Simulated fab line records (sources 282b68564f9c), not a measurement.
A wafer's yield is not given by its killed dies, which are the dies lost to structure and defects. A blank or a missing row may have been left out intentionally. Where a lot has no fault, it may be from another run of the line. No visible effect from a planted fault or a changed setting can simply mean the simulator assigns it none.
Comparing a struck lot with a sound one | flow rit_cmos | 42 steps out of a route of 202
Sound: the wafers L409.2, L409.4, L409.5. The struck wafers were L415.3, L415.4, L415.5. The cause is given at the end.
Per side, at each step with rows, come the tool, then ch with its chambers, and then its first start. Under that, the readings that differ: sound wafers | struck wafers | difference of the means | sigmas: that difference in standard deviations of wafers without a fault.
alike: readings with means less than 2 such deviations apart, plus words and numbers identical on both sides. not compared: withheld readings, readings lacking a value on some wafer, bounds such as >300 that could conceal the same value, and numbers that have no deviation in the record and whose values overlap.
A row with sigmas, a row that says differs or no value, or rows on one side alone: a step with any of these is where the two part. Non-overlapping numbers with no deviation appear without sigmas and do not part them. Lack of a reading on every wafer of one side parts them only where that side has two or more wafers.

first, 1 step without rows for these wafers: RIT_PRETRO_IMPLANT_08.
RIT_PRETRO_STRIP_09: strips in O2, time 180 s.
  sound on plasma_asher-01 ch 0, day 2 16:59; struck on plasma_asher-03 ch 0,1, day 3 23:08
  alike: chamber_pressure_mTorr, drypump_motor_current_A
  not compared: rf_hours_counter_h
RIT_PRETRO_TW_MEAS_10:
  sound on film_metro-01, day 2 17:11; struck on film_metro-04, day 3 23:16
  alike: PRETRO_TW
then, 5 steps without rows for these wafers: RIT_GATE_WET_ETCH_00 (etches SiO2 in BOE, target depth 56 nm, time 60 s); RIT_GATE_CLEAN_01 (cleans in SC1, time 600 s); RIT_GATE_CLEAN_02 (cleans in dHF, time 30 s); RIT_GATE_CLEAN_03 (cleans in SC2, time 600 s); RIT_GATE_CLEAN_04 (cleans in dHF, time 60 s).
RIT_FOX2_THK_MEAS_91:
  sound on film_metro-03, day 2 17:40; struck on film_metro-03, day 3 23:45
  alike: FIELD_OXIDE_LEFT_2_THK
then, 2 steps without rows for these wafers: RIT_GATE_OXIDATION_05 (target thk 3 nm, ox time 270 s); RIT_GATE_ANNEAL_06 (time 600 s).
RIT_GATE_THK_MEAS_07:
  sound on film_metro-02, day 2 19:23; struck on film_metro-03, day 4 01:24
  alike: GATE_OXIDE_THK
RIT_GATE_CVD_08: deposits poly-Si from SiH4, target thk 250 nm, time 2220 s.
  sound on lpcvd-01 ch 0, day 2 19:26; struck on lpcvd-01 ch 1, day 4 01:26
  reading               | sound       | struck      | difference | sigmas
  spike_tc_source_C (C) | 624 624 622 | 631 631 633 | +8         | +2
  alike: spike_tc_load_C, susceptor_temp_C
RIT_GATE_THK_MEAS_09:
  sound on film_metro-01, day 2 21:04; struck on film_metro-02, day 4 03:18
  reading            | sound             | struck            | difference | sigmas
  GATE_POLY_THK (nm) | 251.5 249.1 251.0 | 224.7 223.2 224.6 | -26.4      | -13
  not compared: hold
then, 5 steps without rows for these wafers: RIT_GATE_COAT_11 (resist thk 850 nm); RIT_GATE_SOFTBAKE_12 (time 60 s); RIT_GATE_EXPOSE_13 (exposes mask M6, target cd 150 nm); RIT_GATE_PEB_14; RIT_GATE_DEVELOP_15 (develop time 50 s).
RIT_GATE_CD_MEAS_16: the cd target is 150 nm.
  sound on cd_sem-01, day 2 22:10; struck on cd_sem-02, day 4 08:25
  reading    | sound             | struck            | difference | sigmas
  cd_nm (nm) | 143.6 143.7 144.5 | 152.0 152.4 152.0 | +8.2       | +3
RIT_GATE_OVL_MEAS_17:
  sound on overlay-01, day 2 22:16; struck on overlay-01, day 4 08:31
  alike: GATE_OVL
then, 1 step without rows for these wafers: RIT_GATE_HARDBAKE_18 (time 60 s).
RIT_GATE_ETCH_19: etches poly-Si in SF6/CHF3/O2, stops on SiO2, time 165 s, target depth 312.5 nm.
  sound on rie_si-01 ch 1,2,3, day 2 22:26; struck on rie_si-01 ch 0,1,3, day 4 08:49
  reading               | sound             | struck            | difference | sigmas
  oes_product_au (a.u.) | 0.870 0.857 0.842 | 0.758 0.794 0.792 | -0.075     | -5
  alike: chamber_pressure_mTorr, drypump_motor_current_A, throttle_valve_pct
  not compared: rf_hours_counter_h
RIT_GATE_STRIP_20: strips in O2, time 180 s.
  sound on plasma_asher-02 ch 0,1, day 2 22:33; struck on plasma_asher-04 ch 0,1, day 4 08:59
  alike: chamber_pressure_mTorr, drypump_motor_current_A
  not compared: rf_hours_counter_h
RIT_GATE_CD_MEAS_90: the cd target is 150 nm.
  sound on cd_sem-02, day 2 22:45; struck on cd_sem-02, day 4 09:08
  reading    | sound             | struck            | difference | sigmas
  cd_nm (nm) | 143.1 143.9 144.5 | 152.2 152.3 152.1 | +8.4       | +3
then, 3 steps without rows for these wafers: RIT_REOX_CLEAN_00 (cleans in SC1, time 600 s); RIT_REOX_CLEAN_01 (cleans in dHF, time 30 s); RIT_REOX_CLEAN_02 (cleans in SC2, time 600 s).
RIT_REOX_OXIDATION_03: target thk 25.2 nm, ox time 5580 s.
  sound on furnace-04 ch 0, day 2 23:13; struck on furnace-04 ch 0, day 4 10:01
  alike: ox_temp_c_max, spike_tc_load_C, spike_tc_source_C
  not compared: model.SiO2_of_REOX_OXIDATION_03.thk_nm
RIT_REOX_THK_MEAS_04:
  sound on film_metro-04, day 3 01:46; struck on film_metro-01, day 4 12:35
  alike: REOX_OXIDE_THK
then, 6 steps without rows for these wafers: RIT_NLDD_HMDS_00 (prime time 60 s); RIT_NLDD_COAT_01 (resist thk 1000 nm); RIT_NLDD_SOFTBAKE_02 (time 60 s); RIT_NLDD_EXPOSE_03 (exposes mask M7, target cd 40700 nm); RIT_NLDD_PEB_04; RIT_NLDD_DEVELOP_05 (develop time 50 s).
RIT_NLDD_OVL_MEAS_06:
  sound on overlay-02, day 3 02:48; struck on overlay-01, day 4 13:57
  alike: NLDD_OVL
then, 2 steps without rows for these wafers: RIT_NLDD_HARDBAKE_07 (time 60 s); RIT_NLDD_IMPLANT_08.
RIT_NLDD_STRIP_09: strips in O2, time 180 s.
  sound on plasma_asher-04 ch 0,1, day 3 03:08; struck on plasma_asher-02 ch 0,1, day 4 14:20
  reading                     | sound       | struck      | difference | sigmas
  drypump_motor_current_A (A) | 4.8 4.8 5.2 | 6.5 5.8 5.7 | +1.1       | +2
  alike: chamber_pressure_mTorr
  not compared: rf_hours_counter_h
RIT_NLDD_TW_MEAS_10:
  sound on film_metro-03, day 3 03:19; struck on film_metro-02, day 4 14:28
  reading | sound          | struck         | difference | sigmas
  NLDD_TW | 2569 2557 2558 | 2512 2515 2517 | -47        | -2
RIT_SPACER_CLEAN_00: cleans in SC1, time 600 s.
  sound on wet_bench-02 ch 0, day 3 04:55; struck on wet_bench-02 ch 0, day 4 16:19
  not compared: model.SiO2_of_REOX_OXIDATION_03.thk_nm

== WHERE THEY PART ==
At RIT_GATE_CVD_08 first; at RIT_NLDD_TW_MEAS_10 last (within this record only).

WHY: what the simulator had put in
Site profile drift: lpcvd-01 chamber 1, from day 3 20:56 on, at RIT_GATE_CVD_08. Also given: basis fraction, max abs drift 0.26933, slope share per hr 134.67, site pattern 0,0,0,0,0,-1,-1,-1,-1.
